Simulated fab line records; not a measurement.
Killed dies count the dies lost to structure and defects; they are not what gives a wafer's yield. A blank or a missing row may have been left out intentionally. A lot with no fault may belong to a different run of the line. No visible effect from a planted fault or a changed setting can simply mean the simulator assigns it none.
Problem report in the 8D (eight disciplines) form, filled by code :: flow berkeley_cmos170 :: the parts of the form that need people (team, actions taken, sign-off) are left out

1. WHAT IS WRONG
At UCB170_WELLDRIVE_ANNEAL_03, spike_tc_load_C averages 1085.8 C over 6 wafers from 2 lots, while fault-free wafers read 1126.5 C, standard deviation 1.2. That puts it -34 standard deviations away from the usual mean.
The step: time 900 s.
Seen first at day 6 21:04 on furnace-02, wafer L682.3. The record has a number at this step for 18 wafers belonging to 6 lots. By rule, "out" or "out of limits" means more than 4 standard deviations away from the usual mean. Any other wafer with a number is counted as sound.

2. WHAT IT IS; WHAT IT IS NOT
question: which readings at this step
is: spike_tc_load_C, spike_tc_centre_C, spike_tc_source_C
is not: tube_center_temp_C

question: which lots
is: L682, L683
is not: L670, L679, L684, L685

question: which wafers of those lots
is: all that have a number
is not: -

question: read on which tools
is: furnace-02
is not: furnace-01, furnace-04

question: when
is: from day 6 21:04
is not: up to then (6 sound wafers); but 6 sound wafers of L684, L685 came after

3. THE SUSPECTS, EACH WITH WHAT RULES IT OUT
Counting: a tool at a process step up to the reading stays a suspect if it ran every lot that is out and no sound lot after the first of them.
- furnace-02 at UCB170_WELLDRIVE_ANNEAL_03 (time 900 s): kept. It processed each lot that is out, first L682 at day 6 21:04, and no sound lot thereafter; up to then, the last sound lot it processed was L679 at day 6 00:38. Its own readings are out on those wafers: spike_tc_centre_C, spike_tc_load_C, spike_tc_source_C.
Remaining after the count: furnace-02 at UCB170_WELLDRIVE_ANNEAL_03.

4. THE CAUSE (what the simulator had put in)
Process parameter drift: furnace-02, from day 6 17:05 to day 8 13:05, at UCB170_WELLDRIVE_ANNEAL_03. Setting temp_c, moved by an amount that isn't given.
Counting left only this tool.

5. SEQUENCE OF EFFECTS, ordered by route
Each row: a reading where the mean over the struck wafers with a number is more than 3 standard deviations away from the usual. Only readings for which the record gives a usual standard deviation are gone through. hours: the time from each lot's start at the first step in this table that gives one to its start at this step, as a median over the lots. sigmas: the change in usual standard deviations.
hours: 0
step: UCB170_WELLDRIVE_ANNEAL_03
reading: spike_tc_centre_C
usual: 1102.7 C
on struck wafers: 1062.7
change: -40.0
sigmas: -27

hours: 0
step: UCB170_WELLDRIVE_ANNEAL_03
reading: spike_tc_load_C
usual: 1126.5 C
on struck wafers: 1085.8
change: -40.7
sigmas: -34

hours: 0
step: UCB170_WELLDRIVE_ANNEAL_03
reading: spike_tc_source_C
usual: 1126.1 C
on struck wafers: 1085.5
change: -40.6
sigmas: -23
Its process steps:
- UCB170_WELLDRIVE_ANNEAL_03: time 900 s.

6. WHAT WOULD HAVE CAUGHT IT SOONER
The fault began at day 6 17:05; the first out-of-limits reading in this record came at day 6 21:04, 4 hours later.
